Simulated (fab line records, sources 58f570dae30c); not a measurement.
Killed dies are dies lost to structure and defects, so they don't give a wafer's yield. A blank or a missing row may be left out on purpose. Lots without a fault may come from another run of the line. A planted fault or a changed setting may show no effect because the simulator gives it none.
Problem report in the 8D (eight disciplines) form, filled by code | flow berkeley_cmos170 | the parts of the form that need people (team, actions taken, sign-off) are left out

1. THE PROBLEM
NWELL_NITRIDE_THK at UCB170_NWELL_THK_MEAS_05 reads a mean of 95.8 nm on 3 wafers of 1 lot; wafers without a fault read 222.5 nm with a standard deviation of 2.2. That is -58 standard deviations from the usual mean.
First seen on wafer L994.2, day 3 05:16, on film_metro-04. The record holds 33 wafers of 11 lots with a number at this step. Rule for "out", or "out of limits": more than 4 standard deviations from the usual mean. The other wafers with a number count as sound.

2. WHAT IT IS AND WHAT IT IS NOT
question                    | is                     | is not
which readings at this step | NWELL_NITRIDE_THK      | -
which lots                  | L994                   | L110, L111, L112, L989, L990, L991, L992, L993, L995, L996
which wafers of those lots  | all that have a number | -
read on which gauges        | film_metro-04          | film_metro-02, film_metro-03
when                        | from day 3 05:16       | up to then (15 sound wafers); but 15 sound wafers of L110, L111, L112, L995, L996 came after

3. SUSPECTS, AND WHAT RULES EACH OUT
Counting: a tool at a process step up to the reading stays a suspect if it ran every lot that is out and no sound lot after the first of them.
- the gauge at UCB170_NWELL_THK_MEAS_05: ruled out. All the wafers that are out were read on film_metro-04, but those of them that UCB170_NWELL_ETCH_13 has rows for are out there too, on other tools.
- lpcvd-01 at UCB170_NWELL_CVD_04 (deposits Si3N4 from SiH2Cl2/NH3, target thk 224 nm, time 3360 s): ruled out as a lasting fault. Sound lots L110, L111 ran on it after its first lot that is out, L994 (day 3 03:20).
Left after counting: nothing in the record.

4. THE CAUSE (what the simulator had put in)
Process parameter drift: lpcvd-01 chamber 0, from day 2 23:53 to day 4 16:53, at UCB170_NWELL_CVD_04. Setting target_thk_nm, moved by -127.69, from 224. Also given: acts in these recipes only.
Counting ruled it out, wrongly: the rule takes a fault to strike every lot that its tool runs from its start on, and this one did not.

5. THE CHAIN OF EFFECTS, in route order
Each row: a reading whose mean over the struck wafers that have a number lies more than 3 standard deviations from the usual. Only readings for which the record gives a usual standard deviation are gone through. hours: the time from each lot's start at the first step in this table that gives one to its start at this step, as a median over the lots. sigmas: the change in usual standard deviations.
hours | step                     | reading           | usual      | on struck wafers | change | sigmas
0     | UCB170_NWELL_THK_MEAS_05 | NWELL_NITRIDE_THK | 222.5 nm   | 95.8             | -126.7 | -58
2     | UCB170_NWELL_ETCH_13     | oes_product_au    | 0.933 a.u. | 0.614            | -0.319 | -17
The process steps in it:
- UCB170_NWELL_ETCH_13: etches Si3N4 in CH3F/Ar/O2, stops on SiO2, target depth 246.4 nm, time 154 s.
Later measuring or inspecting steps at which every struck wafer that the step has a row for has a number for every such reading, and none has moved that far: UCB170_NWELL_OVL_MEAS_12, UCB170_FIELD_THK_MEAS_02.

6. WHAT WOULD HAVE CAUGHT IT SOONER
In this record the first reading out of limits at a measuring or inspecting step was taken at day 3 05:16, 5 hours after the fault began at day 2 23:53.
Of the tool readings at UCB170_NWELL_CVD_04 for which the record gives a usual standard deviation, none was out on any struck wafer, so an alarm limit of 4 standard deviations on them would not have fired.
